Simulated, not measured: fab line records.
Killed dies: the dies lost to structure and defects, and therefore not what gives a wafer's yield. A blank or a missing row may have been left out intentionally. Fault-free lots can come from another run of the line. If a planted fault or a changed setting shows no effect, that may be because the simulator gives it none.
Code-filled problem report in 8D (eight disciplines) form ; flow ritCmos ; the parts of the form that need people (team, actions taken, sign-off) are left out

== 1. THE PROBLEM ==
Mean of beamEnergyKeV at RIT_NWELL_IMPLANT_08: 162.72 across 6 wafers in 2 lots; on wafers with no fault it is 169.99 (standard deviation 0.056). So: -99 or more standard deviations from the usual mean.
Seen first at day 4 18:50 on implanter-03, wafer L816.3. Wafers with a number at this step in the record: 18, from 6 lots. Rule for "out", or "out of limits": more than 4 standard deviations from the usual mean. All remaining wafers that have a number are taken as sound.

== 2. WHAT IT IS, WHAT IT ISN'T ==
question;is;is not
which readings at this step;beamEnergyKeV;-
which lots;L816, L817;L802, L807, L821, L825
which wafers of those lots;all that have a number;-
read on which tools;implanter-03;implanter-02, implanter-04
when;from day 4 18:50;"up to then (6 sound wafers); but 6 sound wafers of L821, L825 came after"

== 3. WHAT RULES OUT EACH SUSPECT ==
Counting: a tool at a process step up to the reading stays a suspect if it ran every lot that is out and no sound lot after the first of them.
- implanter-03 at RIT_NWELL_IMPLANT_08: kept. All lots that are out passed through it, beginning with L816 at day 4 18:50, and no sound lot followed; its final sound lot before that point was L807 at day 2 21:35. On those wafers its own readings are out: beamEnergyKeV.
The count leaves implanter-03 at RIT_NWELL_IMPLANT_08.

== 4. THE CAUSE (what the simulator had put in) ==
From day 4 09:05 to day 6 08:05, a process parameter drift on implanter-03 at RIT_NWELL_IMPLANT_08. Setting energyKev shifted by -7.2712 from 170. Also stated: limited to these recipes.
After counting, this tool was the only one left.

== 5. SEQUENCE OF EFFECTS, ordered by route ==
One row per reading whose mean, taken over the struck wafers that have a number, lies over 3 standard deviations from the usual. Only readings whose record carries a usual standard deviation are examined. hours: median over the lots of the time between each lot's start at the first step of this table that gives one and its start at this step. sigmas: the change, counted in usual standard deviations.
hours;step;reading;usual;on struck wafers;change;sigmas
0;RIT_NWELL_IMPLANT_08;beamEnergyKeV;169.99;162.72;-7.27;-99 or more
It contains these process steps:
- RIT_NWELL_IMPLANT_08

== 6. HOW IT WOULD HAVE BEEN CAUGHT EARLIER ==
In this record the first reading out of limits was taken at day 4 18:50, 10 hours after the fault began at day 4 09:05.
